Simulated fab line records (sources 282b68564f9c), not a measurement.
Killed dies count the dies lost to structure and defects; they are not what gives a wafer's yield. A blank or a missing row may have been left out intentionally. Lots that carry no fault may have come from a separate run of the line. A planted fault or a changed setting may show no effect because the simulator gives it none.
The tool behind it: which one? | flow rit cmos | 14 lots, 42 wafers sampled, at 5 steps of a route of 202

== WHAT EACH GAUGE READ, for each wafer ==
RIT_FOX2_THK_MEAS_90. Usual: FIELD_OXIDE_LEFT_1_THK typically reads 319 nm, with standard deviation 6.5.
lot  | measured    | on            | FIELD_OXIDE_LEFT_1_THK (nm) | flag
L352 | day 2 03:16 | film metro-03 | 320 317 319                 |
L353 | day 2 07:20 | film metro-02 | 321 330 329                 |
L355 | day 2 15:18 | film metro-01 | 323 323 322                 |
L356 | day 2 20:23 | film metro-03 | 316 316 311                 |
L357 | day 3 04:46 | film metro-03 | 319 313 320                 |
L358 | day 3 07:49 | film metro-02 | 331 330 330                 |
L359 | day 3 15:33 | film metro-03 | 322 323 330                 |
L360 | day 3 17:29 | film metro-01 | 318 318 318                 |
L363 | day 4 12:25 | film metro-01 | 315 315 318                 |
L364 | day 4 12:26 | film metro-03 | 324 322 333                 |
L366 | day 5 01:31 | film metro-01 | 314 310 315                 |
L368 | day 5 13:50 | film metro-01 | 318 321 326                 |
L372 | day 6 04:38 | film metro-03 | 309 312 313                 |
L373 | day 6 09:25 | film metro-03 | 319 316 319                 |

RIT_PWELL_TW_MEAS_10. Usual: PWELL_TW typically reads 952, with standard deviation 4.9.
lot  | measured    | on            | PWELL_TW       | flag
L352 | day 2 06:29 | film metro-01 | 956 959 958    |
L353 | day 2 10:36 | film metro-04 | 955 954 955    |
L355 | day 2 18:32 | film metro-02 | 947 955 949    |
L356 | day 2 23:29 | film metro-01 | 955 960 953    |
L357 | day 3 08:05 | film metro-01 | 956 958 954    |
L358 | day 3 11:02 | film metro-01 | 952 949 952    |
L359 | day 3 19:00 | film metro-04 | 944 948 944    |
L360 | day 3 20:45 | film metro-02 | 960 953 948    |
L363 | day 4 15:36 | film metro-04 | 954 950 951    |
L364 | day 4 15:44 | film metro-01 | 1035 1037 1037 | OFF
L366 | day 5 04:49 | film metro-01 | 1036 1037 1038 | OFF
L368 | day 5 17:16 | film metro-02 | 949 950 947    |
L372 | day 6 08:03 | film metro-02 | 945 942 947    |
L373 | day 6 12:31 | film metro-02 | 946 946 948    |

RIT_WELLDRIVE_RS_MEAS_02: measurement is done with a four-point probe. Usual: PWELL_RS typically reads 429.1 ohm/sq, with standard deviation 1.1.
lot  | measured    | on            | PWELL_RS (ohm/sq) | flag
L352 | day 2 11:46 | film metro-04 | 429.4 431.4 429.7 |
L353 | day 2 15:52 | film metro-04 | 429.7 427.2 429.1 |
L355 | day 2 23:47 | film metro-04 | 429.6 429.5 429.6 |
L356 | day 3 05:08 | film metro-02 | 428.0 428.7 428.8 |
L357 | day 3 13:21 | film metro-02 | 428.6 428.0 428.3 |
L358 | day 3 16:18 | film metro-02 | 431.8 430.1 430.4 |
L359 | day 4 00:16 | film metro-01 | 427.6 426.2 429.0 |
L360 | day 4 03:11 | film metro-04 | 429.0 428.9 429.8 |
L363 | day 4 20:52 | film metro-01 | 429.3 429.7 429.7 |
L364 | day 4 21:53 | film metro-01 | 364.5 363.9 364.6 | OFF
L366 | day 5 10:04 | film metro-01 | 363.5 364.9 364.5 | OFF
L368 | day 5 22:33 | film metro-02 | 427.4 428.3 426.6 |
L372 | day 6 14:17 | film metro-01 | 428.9 428.0 429.1 |
L373 | day 6 18:51 | film metro-01 | 428.4 430.7 428.0 |

RIT_GATE_CD_MEAS_90: target cd 150 nm. Usual: cd nm at 149.8 nm, with a standard deviation of 2.5.
lot  | measured    | on        | cd nm (nm)        | flag
L352 | day 2 20:52 | cd sem-02 | 148.5 146.2 146.7 |
L353 | day 3 00:26 | cd sem-02 | 147.9 146.9 147.0 |
L355 | day 3 09:38 | cd sem-02 | 150.2 152.3 148.7 |
L356 | day 3 13:47 | cd sem-02 | 151.1 149.9 151.5 |
L357 | day 3 21:35 | cd sem-01 | 150.8 147.8 149.0 |
L358 | day 4 05:30 | cd sem-01 | 149.9 150.8 151.0 |
L359 | day 4 10:53 | cd sem-01 | 154.0 152.3 153.2 |
L360 | day 4 13:26 | cd sem-01 | 154.4 153.4 151.4 |
L363 | day 5 05:49 | cd sem-01 | 150.5 151.2 150.3 |
L364 | day 5 06:49 | cd sem-02 | 146.3 147.9 147.6 |
L366 | day 5 18:28 | cd sem-01 | 146.3 146.0 148.5 |
L368 | day 6 07:26 | cd sem-01 | 153.2 151.9 152.6 |
L372 | day 6 22:49 | cd sem-01 | 148.8 148.5 144.9 |
L373 | day 7 03:53 | cd sem-01 | 149.6 149.2 151.8 |

== TOOL THAT RAN EACH LOT (tool first, then ch and the chambers of the sampled wafers, then the start) ==
lot  | RIT_PWELL_IMPLANT_08
L352 | implanter-04 ch 0, day 2 06:10
L353 | implanter-03 ch 0, day 2 10:17
L355 | implanter-04 ch 0, day 2 18:13
L356 | implanter-01 ch 0, day 2 23:11
L357 | implanter-01 ch 0, day 3 07:46
L358 | implanter-01 ch 0, day 3 10:43
L359 | implanter-03 ch 0, day 3 18:40
L360 | implanter-04 ch 0, day 3 20:25
L363 | implanter-03 ch 0, day 4 15:17
L364 | implanter-04 ch 0, day 4 15:25
L366 | implanter-04 ch 0, day 5 04:29
L368 | implanter-01 ch 0, day 5 16:58
L372 | implanter-01 ch 0, day 6 07:43
L373 | implanter-01 ch 0, day 6 12:11
- RIT_PWELL_IMPLANT_08

== AS READ BY THE TOOLS THEMSELVES (means over the sampled wafers that have a number; for cases with no such wafer, the mark the record gives instead) ==
RIT_PWELL_IMPLANT_08. Usual: beam energy keV 170.00, standard deviation 0.052; dose ions cm2 7e+13, standard deviation 8.3e+10; faraday current uA 222, standard deviation 4.2.
lot  | tool         | beam energy keV | dose ions cm2 | faraday current uA | flag
L352 | implanter-04 | 170.03          | 7e+13         | 225                |
L353 | implanter-03 | 169.99          | 7e+13         | 219                |
L355 | implanter-04 | 170.04          | 7e+13         | 222                |
L356 | implanter-01 | 169.97          | 7e+13         | 223                |
L357 | implanter-01 | 170.01          | 7e+13         | 225                |
L358 | implanter-01 | 170.00          | 7e+13         | 223                |
L359 | implanter-03 | 170.05          | 7e+13         | 220                |
L360 | implanter-04 | 170.02          | 7e+13         | 222                |
L363 | implanter-03 | 169.97          | 7e+13         | 223                |
L364 | implanter-04 | 170.01          | 9e+13         | 288                | OFF
L366 | implanter-04 | 169.99          | 9e+13         | 287                | OFF
L368 | implanter-01 | 169.91          | 7e+13         | 221                |
L372 | implanter-01 | 170.07          | 7e+13         | 222                |
L373 | implanter-01 | 170.05          | 7e+13         | 221                |

== THE ANSWER, worked out from the rows above alone ==
Rule: take the mean of a lot's wafers that have a number; if it is more than 3 standard deviations from the usual mean, the lot is off. A lot without any number at a reading at which 4 lots or more have one is off too. All remaining lots with rows at the step are treated as sound. The gauges are gone through in route order, then the tools' own readings, and for those a lot's mean is taken as printed above. The first step at which some lot is off is used, and at that step the reading that is off furthest; a lot without a number counts as furthest.
Off: L364, L366, seen at RIT_PWELL_TW_MEAS_10 (PWELL_TW).
A tool fits if, at a process step before that reading, it ran every lot that is off, and no sound lot after the first of them. Not tried: the gauges at RIT_PWELL_TW_MEAS_10; whatever is off there is also off at RIT_PWELL_IMPLANT_08, on other tools, and gauge error can't account for it. One fits: RIT_PWELL_IMPLANT_08 on implanter-04. A fault onset in the window from L360 (day 3 20:25, its last sound lot) to L364 (day 4 15:25, its first lot off) fits.
The tool's own readings at RIT_PWELL_IMPLANT_08 bear it out: on the lots that are off they differ by more than 5 times the standard deviation of the sound lots' means. dose ions cm2 reads 9e+13 there against 7e+13 on the sound lots; faraday current uA reads 288 there against 222 on the sound lots.

== WHAT WAS PUT IN BY THE SIMULATOR ==
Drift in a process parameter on implanter-04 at RIT_PWELL_IMPLANT_08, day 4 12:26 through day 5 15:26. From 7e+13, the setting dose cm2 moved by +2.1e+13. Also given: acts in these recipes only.
Struck lots among those shown: L364, L366. The rule given above showed the same thing.
